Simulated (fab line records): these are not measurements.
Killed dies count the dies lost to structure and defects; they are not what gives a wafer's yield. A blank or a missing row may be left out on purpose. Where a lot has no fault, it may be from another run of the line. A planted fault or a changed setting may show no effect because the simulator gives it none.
fab line records :: flow berkeleyCmos170 :: part 2 of 2: steps 30 to 41 of 41
[record]
  lots = 5
  wafers = 15
  lastDay = 13
route steps=331 shown NVT@114 PVT@115 GATE@125 FIELD@126 PLDD@145
lots with no fault: from the same line, run without faults
startH: hours from the record's first day to the start of the lot's first wafer shown :: waitH: hours since the lot's step before :: " identical to the entry in the row above :: L1.1+2: a single row standing in for several wafers :: - no value, or no start given :: * or withheld: withheld :: < > ~ a bound
route shown NAME@n: names a module that has steps shown in the file, with the first one's number in the route :: usual: mean and standard deviation over wafers with no fault :: same: alike in all rows :: chamber/n: place in a boat :: sites: readings site by site :: _std_site: the values' standard deviation :: _edge_site: outer sites' mean less inner sites' :: radiusMm: for every site, how far away it sits from the centre of the wafer :: mask NAME#n: copy n :: behind: the most recent tool/chamber to have shaped the wafer :: hold: why the lot was held/for how many hours/how that ended :: device: whichever transistor did not switch (one of n, p or np) :: end of line: at the end of the route, the tests of the same wafers :: a step given without rows: its recipe and nothing more :: killed: not the wafer's yield, but the dies lost to structure and defects at the first sort :: map: dies across one wafer; x = killed, . = not, _ = none there
set.NAME: the setting the step ran with; set.NAME@STEP: the setting that earlier step ran with :: model.NAME: the simulator's own value behind a step, which no gauge read
lots seen at some steps along the route; tables by step, rows by wafer
services: from which hour (startH, from the record's first day; less than 0 if before it) a tool's chamber was out of use, for how many hours, and why
[[steps]]
[step UCB170_GATE_CD_MEAS_90]
[recipe]
  targetCdNm = 350
[usual]
  cdNm = 349.8/1.8
lot.wafer: L080.1
tool: cdSem-02
chamber: -
startH: 189.01
waitH: 0.1
cdNm: 347.8

lot.wafer: L080.3
tool: cdSem-02
chamber: -
startH: 189.01
waitH: 0.1
cdNm: 348.5

lot.wafer: L080.4
tool: cdSem-02
chamber: -
startH: 189.01
waitH: 0.1
cdNm: 348.6

lot.wafer: L084.2
tool: cdSem-01
chamber: -
startH: 189.13
waitH: 0.1
cdNm: 351.1

lot.wafer: L084.3
tool: cdSem-01
chamber: -
startH: 189.13
waitH: 0.1
cdNm: 351.0

lot.wafer: L084.5
tool: cdSem-01
chamber: -
startH: 189.13
waitH: 0.1
cdNm: 350.4

lot.wafer: L090.1
tool: cdSem-02
chamber: -
startH: 226.95
waitH: 0.1
cdNm: 349.6

lot.wafer: L090.3
tool: cdSem-02
chamber: -
startH: 226.95
waitH: 0.1
cdNm: 352.6

lot.wafer: L090.4
tool: cdSem-02
chamber: -
startH: 226.95
waitH: 0.1
cdNm: 350.8

lot.wafer: L094.3
tool: cdSem-02
chamber: -
startH: 256.97
waitH: 0.1
cdNm: 349.5

lot.wafer: L094.4
tool: cdSem-02
chamber: -
startH: 256.97
waitH: 0.1
cdNm: 349.2

lot.wafer: L094.6
tool: cdSem-02
chamber: -
startH: 256.97
waitH: 0.1
cdNm: 350.7

lot.wafer: L097.3
tool: cdSem-02
chamber: -
startH: 265.96
waitH: 0.1
cdNm: 353.2

lot.wafer: L097.4
tool: cdSem-02
chamber: -
startH: 265.96
waitH: 0.1
cdNm: 353.5

lot.wafer: L097.6
tool: cdSem-02
chamber: -
startH: 265.96
waitH: 0.1
cdNm: 354.4
[step UCB170_GATE_CLEAN_17]
[recipe]
  chemistry = SPM
  tempC = 120
  timeS = 600
[usual]
  tempC = 120.02/0.14
lot.wafer: L080.1
tool: wetBench-02
chamber: 0
startH: 190.08
waitH: 1.1
tempC: 120.09

lot.wafer: L080.3
tool: wetBench-02
chamber: 0
startH: 190.08
waitH: 1.1
tempC: 119.97

lot.wafer: L080.4
tool: wetBench-02
chamber: 0
startH: 190.08
waitH: 1.1
tempC: 120.10

lot.wafer: L084.2
tool: wetBench-04
chamber: 0
startH: 190.41
waitH: 1.3
tempC: 120.00

lot.wafer: L084.3
tool: wetBench-04
chamber: 0
startH: 190.41
waitH: 1.3
tempC: 119.93

lot.wafer: L084.5
tool: wetBench-04
chamber: 0
startH: 190.41
waitH: 1.3
tempC: 120.24

lot.wafer: L090.1
tool: wetBench-01
chamber: 0
startH: 227.18
waitH: 0.2
tempC: 119.85

lot.wafer: L090.3
tool: wetBench-01
chamber: 0
startH: 227.18
waitH: 0.2
tempC: 119.99

lot.wafer: L090.4
tool: wetBench-01
chamber: 0
startH: 227.18
waitH: 0.2
tempC: 120.07

lot.wafer: L094.3
tool: wetBench-01
chamber: 1
startH: 258.89
waitH: 1.9
tempC: 120.20

lot.wafer: L094.4
tool: wetBench-01
chamber: 1
startH: 258.89
waitH: 1.9
tempC: 120.00

lot.wafer: L094.6
tool: wetBench-01
chamber: 1
startH: 258.89
waitH: 1.9
tempC: 120.22

lot.wafer: L097.3
tool: wetBench-02
chamber: 2
startH: 266.04
waitH: 0.1
tempC: 120.13

lot.wafer: L097.4
tool: wetBench-02
chamber: 2
startH: 266.04
waitH: 0.1
tempC: 120.09

lot.wafer: L097.6
tool: wetBench-02
chamber: 2
startH: 266.04
waitH: 0.1
tempC: 120.15
[step UCB170_PLDD_HMDS_00]
[recipe]
  primeTimeS = 60
  primeTempC = 100
lot.wafer: L080.1+3+4
tool: lithoTrack-01
chamber: 0
startH: 190.71
waitH: 0.5

lot.wafer: L084.2+3+5
tool: lithoTrack-03
chamber: 0
startH: 191.18
waitH: 0.6

lot.wafer: L090.1+3+4
tool: lithoTrack-01
chamber: 0
startH: 227.57
waitH: 0.2

lot.wafer: L094.3+4+6
tool: lithoTrack-01
chamber: 0
startH: 259.19
waitH: 0.1

lot.wafer: L097.3+4+6
tool: lithoTrack-01
chamber: 0
startH: 266.26
waitH: 0.1
[step UCB170_PLDD_COAT_01]
[recipe]
  resist = KrF
  spinRpm = 1500
  resistThkNm = 900
lot.wafer: L080.1+3+4
tool: lithoTrack-01
chamber: 0
startH: 190.86
waitH: 0.1

lot.wafer: L084.2+3+5
tool: lithoTrack-03
chamber: 0
startH: 191.33
waitH: 0.1

lot.wafer: L090.1+3+4
tool: lithoTrack-01
chamber: 0
startH: 227.72
waitH: 0.1

lot.wafer: L094.3+4+6
tool: lithoTrack-01
chamber: 0
startH: 259.34
waitH: 0.1

lot.wafer: L097.3+4+6
tool: lithoTrack-01
chamber: 0
startH: 266.41
waitH: 0.1
[step UCB170_PLDD_SOFTBAKE_02]
[recipe]
  resist = KrF
  tempC = 130
  timeS = 60
lot.wafer: L080.1+3+4
tool: lithoTrack-01
chamber: 0
startH: 191.01
waitH: 0.1

lot.wafer: L084.2+3+5
tool: lithoTrack-03
chamber: 0
startH: 191.48
waitH: 0.1

lot.wafer: L090.1+3+4
tool: lithoTrack-01
chamber: 0
startH: 227.87
waitH: 0.1

lot.wafer: L094.3+4+6
tool: lithoTrack-01
chamber: 0
startH: 259.49
waitH: 0.1

lot.wafer: L097.3+4+6
tool: lithoTrack-01
chamber: 0
startH: 266.56
waitH: 0.1
[step UCB170_PLDD_EXPOSE_03]
[recipe]
  maskId = PSELECT
  na = 0.5
  sigmaOuter = 0.6
  sourceShape = conventional
  targetCdNm = 1200
  doseMj = 30
[usual]
  stageVelMmS = 500.08/0.21
lot.wafer: L080.1
tool: krfScanner-01
chamber: 0
startH: 191.40
waitH: 0.4
mask: PSELECT#0
stageVelMmS: 499.88

lot.wafer: L080.3
tool: krfScanner-01
chamber: 0
startH: 191.40
waitH: 0.4
mask: PSELECT#0
stageVelMmS: 499.93

lot.wafer: L080.4
tool: krfScanner-01
chamber: 0
startH: 191.40
waitH: 0.4
mask: PSELECT#0
stageVelMmS: 499.78

lot.wafer: L084.2
tool: krfScanner-01
chamber: 0
startH: 191.75
waitH: 0.2
mask: PSELECT#0
stageVelMmS: 500.32

lot.wafer: L084.3
tool: krfScanner-01
chamber: 0
startH: 191.75
waitH: 0.2
mask: PSELECT#0
stageVelMmS: 500.29

lot.wafer: L084.5
tool: krfScanner-01
chamber: 0
startH: 191.75
waitH: 0.2
mask: PSELECT#0
stageVelMmS: 500.31

lot.wafer: L090.1
tool: krfScanner-02
chamber: 0
startH: 228.22
waitH: 0.3
mask: PSELECT#0
stageVelMmS: 500.11

lot.wafer: L090.3
tool: krfScanner-02
chamber: 0
startH: 228.22
waitH: 0.3
mask: PSELECT#0
stageVelMmS: 499.99

lot.wafer: L090.4
tool: krfScanner-02
chamber: 0
startH: 228.22
waitH: 0.3
mask: PSELECT#0
stageVelMmS: 500.33

lot.wafer: L094.3
tool: krfScanner-02
chamber: 0
startH: 259.76
waitH: 0.2
mask: PSELECT#0
stageVelMmS: 499.92

lot.wafer: L094.4
tool: krfScanner-02
chamber: 0
startH: 259.76
waitH: 0.2
mask: PSELECT#0
stageVelMmS: 499.61

lot.wafer: L094.6
tool: krfScanner-02
chamber: 0
startH: 259.76
waitH: 0.2
mask: PSELECT#0
stageVelMmS: 500.14

lot.wafer: L097.3
tool: krfScanner-02
chamber: 0
startH: 266.87
waitH: 0.3
mask: PSELECT#0
stageVelMmS: 499.80

lot.wafer: L097.4
tool: krfScanner-02
chamber: 0
startH: 266.87
waitH: 0.3
mask: PSELECT#0
stageVelMmS: 499.93

lot.wafer: L097.6
tool: krfScanner-02
chamber: 0
startH: 266.87
waitH: 0.3
mask: PSELECT#0
stageVelMmS: 499.80
[step UCB170_PLDD_PEB_04]
[recipe]
  pebTempC = 130.6
  pebTimeS = withheld
  resist = KrF
lot.wafer: L080.1+3+4
tool: lithoTrack-04
chamber: 0
startH: 191.88
waitH: 0.5

lot.wafer: L084.2+3+5
tool: lithoTrack-03
chamber: 0
startH: 192.36
waitH: 0.6

lot.wafer: L090.1+3+4
tool: lithoTrack-01
chamber: 0
startH: 228.38
waitH: 0.1

lot.wafer: L094.3+4+6
tool: lithoTrack-03
chamber: 0
startH: 259.89
waitH: 0.1

lot.wafer: L097.3+4+6
tool: lithoTrack-03
chamber: 0
startH: 267.03
waitH: 0.1
[step UCB170_PLDD_DEVELOP_05]
[recipe]
  developer = TMAH
  developTimeS = 45
  resist = KrF
  devTempC = 21
lot.wafer: L080.1+3+4
tool: lithoTrack-04
chamber: 0
startH: -
waitH: -

lot.wafer: L084.2+3+5
tool: lithoTrack-03
chamber: 0
startH: -
waitH: -

lot.wafer: L090.1+3+4
tool: lithoTrack-01
chamber: 0
startH: -
waitH: -

lot.wafer: L094.3+4+6
tool: lithoTrack-03
chamber: 0
startH: -
waitH: -

lot.wafer: L097.3+4+6
tool: lithoTrack-03
chamber: 0
startH: -
waitH: -
[step UCB170_PLDD_CD_MEAS_06]
[recipe]
  targetCdNm = 1200
[usual]
  cdNm = 1200.3/1.5
lot.wafer: L080.1
tool: cdSem-02
chamber: -
startH: 192.22
waitH: -
cdNm: 1201.4

lot.wafer: L080.3
tool: cdSem-02
chamber: -
startH: 192.22
waitH: -
cdNm: 1201.1

lot.wafer: L080.4
tool: cdSem-02
chamber: -
startH: 192.22
waitH: -
cdNm: 1200.9

lot.wafer: L084.2
tool: cdSem-02
chamber: -
startH: 192.67
waitH: -
cdNm: 1200.2

lot.wafer: L084.3
tool: cdSem-02
chamber: -
startH: 192.67
waitH: -
cdNm: 1200.9

lot.wafer: L084.5
tool: cdSem-02
chamber: -
startH: 192.67
waitH: -
cdNm: 1200.3

lot.wafer: L090.1
tool: cdSem-02
chamber: -
startH: 228.65
waitH: -
cdNm: 1201.7

lot.wafer: L090.3
tool: cdSem-02
chamber: -
startH: 228.65
waitH: -
cdNm: 1202.3

lot.wafer: L090.4
tool: cdSem-02
chamber: -
startH: 228.65
waitH: -
cdNm: 1200.2

lot.wafer: L094.3
tool: cdSem-02
chamber: -
startH: 260.15
waitH: -
cdNm: 1198.8

lot.wafer: L094.4
tool: cdSem-02
chamber: -
startH: 260.15
waitH: -
cdNm: 1198.9

lot.wafer: L094.6
tool: cdSem-02
chamber: -
startH: 260.15
waitH: -
cdNm: 1198.2

lot.wafer: L097.3
tool: cdSem-01
chamber: -
startH: 267.29
waitH: -
cdNm: 1198.8

lot.wafer: L097.4
tool: cdSem-01
chamber: -
startH: 267.29
waitH: -
cdNm: 1199.5

lot.wafer: L097.6
tool: cdSem-01
chamber: -
startH: 267.29
waitH: -
cdNm: 1200.1
[step UCB170_PLDD_OVL_MEAS_07]
[usual]
  PLDD_OVL = -1/4.3
lot.wafer: L080.1
tool: overlay-02
chamber: -
startH: 192.34
waitH: 0.1
PLDD_OVL[nm]: -5

lot.wafer: L080.3
tool: overlay-02
chamber: -
startH: 192.34
waitH: 0.1
PLDD_OVL[nm]: -2

lot.wafer: L080.4
tool: overlay-02
chamber: -
startH: 192.34
waitH: 0.1
PLDD_OVL[nm]: -3

lot.wafer: L084.2
tool: overlay-02
chamber: -
startH: 192.78
waitH: 0.1
PLDD_OVL[nm]: 1

lot.wafer: L084.3
tool: overlay-02
chamber: -
startH: 192.78
waitH: 0.1
PLDD_OVL[nm]: 7

lot.wafer: L084.5
tool: overlay-02
chamber: -
startH: 192.78
waitH: 0.1
PLDD_OVL[nm]: -1

lot.wafer: L090.1
tool: overlay-01
chamber: -
startH: 228.77
waitH: 0.1
PLDD_OVL[nm]: -5

lot.wafer: L090.3
tool: overlay-01
chamber: -
startH: 228.77
waitH: 0.1
PLDD_OVL[nm]: -4

lot.wafer: L090.4
tool: overlay-01
chamber: -
startH: 228.77
waitH: 0.1
PLDD_OVL[nm]: -6

lot.wafer: L094.3
tool: overlay-01
chamber: -
startH: 260.24
waitH: 0.1
PLDD_OVL[nm]: -5

lot.wafer: L094.4
tool: overlay-01
chamber: -
startH: 260.24
waitH: 0.1
PLDD_OVL[nm]: 3

lot.wafer: L094.6
tool: overlay-01
chamber: -
startH: 260.24
waitH: 0.1
PLDD_OVL[nm]: -1

lot.wafer: L097.3
tool: overlay-01
chamber: -
startH: 267.38
waitH: 0.1
PLDD_OVL[nm]: -2

lot.wafer: L097.4
tool: overlay-01
chamber: -
startH: 267.38
waitH: 0.1
PLDD_OVL[nm]: -2

lot.wafer: L097.6
tool: overlay-01
chamber: -
startH: 267.38
waitH: 0.1
PLDD_OVL[nm]: -6
[step UCB170_PLDD_IMPLANT_08]
[recipe]
  species = BF2
  doseCm2 = 5e+13
  energyKev = 10
  tiltDeg = 7
  rotationDeg = 0
[usual]
  tiltDeg = 6.995/0.021
lot.wafer: L080.1
tool: implanter-04
chamber: 0
startH: 192.38
waitH: 0.0
tiltDeg: 6.973

lot.wafer: L080.3
tool: implanter-04
chamber: 0
startH: 192.38
waitH: 0.0
tiltDeg: 6.998

lot.wafer: L080.4
tool: implanter-04
chamber: 0
startH: 192.38
waitH: 0.0
tiltDeg: 6.999

lot.wafer: L084.2
tool: implanter-03
chamber: 0
startH: 192.83
waitH: 0.0
tiltDeg: 6.998

lot.wafer: L084.3
tool: implanter-03
chamber: 0
startH: 192.83
waitH: 0.0
tiltDeg: 6.978

lot.wafer: L084.5
tool: implanter-03
chamber: 0
startH: 192.83
waitH: 0.0
tiltDeg: 6.979

lot.wafer: L090.1
tool: implanter-03
chamber: 0
startH: 228.81
waitH: 0.0
tiltDeg: 7.011

lot.wafer: L090.3
tool: implanter-03
chamber: 0
startH: 228.81
waitH: 0.0
tiltDeg: 6.998

lot.wafer: L090.4
tool: implanter-03
chamber: 0
startH: 228.81
waitH: 0.0
tiltDeg: 7.011

lot.wafer: L094.3
tool: implanter-04
chamber: 0
startH: 260.32
waitH: 0.1
tiltDeg: 6.981

lot.wafer: L094.4
tool: implanter-04
chamber: 0
startH: 260.32
waitH: 0.1
tiltDeg: 6.973

lot.wafer: L094.6
tool: implanter-04
chamber: 0
startH: 260.32
waitH: 0.1
tiltDeg: 6.987

lot.wafer: L097.3
tool: implanter-04
chamber: 0
startH: 267.46
waitH: 0.1
tiltDeg: 6.995

lot.wafer: L097.4
tool: implanter-04
chamber: 0
startH: 267.46
waitH: 0.1
tiltDeg: 6.998

lot.wafer: L097.6
tool: implanter-04
chamber: 0
startH: 267.46
waitH: 0.1
tiltDeg: 6.994
[step UCB170_PLDD_IMPLANT_09]
[recipe]
  species = BF2
  doseCm2 = 5e+13
  energyKev = 10
  tiltDeg = 7
  rotationDeg = 180
[usual]
  tiltDeg = 7.004/0.024
lot.wafer: L080.1
tool: implanter-04
chamber: 0
startH: 192.53
waitH: 0.1
tiltDeg: 6.967

lot.wafer: L080.3
tool: implanter-04
chamber: 0
startH: 192.53
waitH: 0.1
tiltDeg: 6.935

lot.wafer: L080.4
tool: implanter-04
chamber: 0
startH: 192.53
waitH: 0.1
tiltDeg: 6.969

lot.wafer: L084.2
tool: implanter-03
chamber: 0
startH: 192.98
waitH: 0.1
tiltDeg: 7.046

lot.wafer: L084.3
tool: implanter-03
chamber: 0
startH: 192.98
waitH: 0.1
tiltDeg: 7.058

lot.wafer: L084.5
tool: implanter-03
chamber: 0
startH: 192.98
waitH: 0.1
tiltDeg: 7.056

lot.wafer: L090.1
tool: implanter-03
chamber: 0
startH: 228.96
waitH: 0.1
tiltDeg: 6.999

lot.wafer: L090.3
tool: implanter-03
chamber: 0
startH: 228.96
waitH: 0.1
tiltDeg: 6.982

lot.wafer: L090.4
tool: implanter-03
chamber: 0
startH: 228.96
waitH: 0.1
tiltDeg: 6.970

lot.wafer: L094.3
tool: implanter-04
chamber: 0
startH: 260.47
waitH: 0.1
tiltDeg: 7.002

lot.wafer: L094.4
tool: implanter-04
chamber: 0
startH: 260.47
waitH: 0.1
tiltDeg: 7.006

lot.wafer: L094.6
tool: implanter-04
chamber: 0
startH: 260.47
waitH: 0.1
tiltDeg: 7.007

lot.wafer: L097.3
tool: implanter-04
chamber: 0
startH: 267.61
waitH: 0.1
tiltDeg: 7.034

lot.wafer: L097.4
tool: implanter-04
chamber: 0
startH: 267.61
waitH: 0.1
tiltDeg: 7.031

lot.wafer: L097.6
tool: implanter-04
chamber: 0
startH: 267.61
waitH: 0.1
tiltDeg: 7.014
[[services]]
tool: krfScanner-02
chamber: -
startH: 148.36
hours: 0.3
kind: repair

tool: krfScanner-01
chamber: -
startH: 150.67
hours: 0.8
kind: pm

tool: implanter-04
chamber: -
startH: 160.48
hours: 3.6
kind: pm

tool: furnace-02
chamber: -
startH: 173.73
hours: 2.8
kind: pm

tool: krfScanner-02
chamber: -
startH: 177.09
hours: 0.8
kind: pm

tool: krfScanner-02
chamber: -
startH: 177.96
hours: 1.3
kind: pm

tool: krfScanner-01
chamber: -
startH: 194.57
hours: 0.7
kind: repair

tool: implanter-03
chamber: -
startH: 195.63
hours: 3.8
kind: repair

tool: implanter-03
chamber: -
startH: 203.48
hours: 0.7
kind: repair

tool: furnace-01
chamber: -
startH: 203.75
hours: 1.3
kind: repair

tool: rieDiel-01
chamber: 0
startH: 213.03
hours: 5.8
kind: repair

tool: lpcvd-01
chamber: -
startH: 214.93
hours: 0.5
kind: repair

tool: wetBench-02
chamber: -
startH: 221.05
hours: 7.4
kind: repair

tool: furnace-01
chamber: -
startH: 223.89
hours: 4.2
kind: pm

tool: krfScanner-02
chamber: -
startH: 224.74
hours: 2.7
kind: repair

tool: wetBench-04
chamber: -
startH: 226.44
hours: 2.6
kind: repair

tool: krfScanner-01
chamber: -
startH: 227.41
hours: 1.0
kind: pm

tool: plasmaAsher-03
chamber: -
startH: 230.01
hours: 2.0
kind: repair

tool: furnace-02
chamber: -
startH: 238.74
hours: 2.7
kind: pm

tool: plasmaAsher-03
chamber: -
startH: 243.18
hours: 2.2
kind: repair

tool: krfScanner-01
chamber: -
startH: 245.70
hours: 2.4
kind: repair

tool: krfScanner-02
chamber: -
startH: 248.20
hours: 1.0
kind: pm

tool: implanter-04
chamber: -
startH: 248.66
hours: 2.0
kind: repair

tool: krfScanner-01
chamber: -
startH: 262.65
hours: 5.9
kind: repair
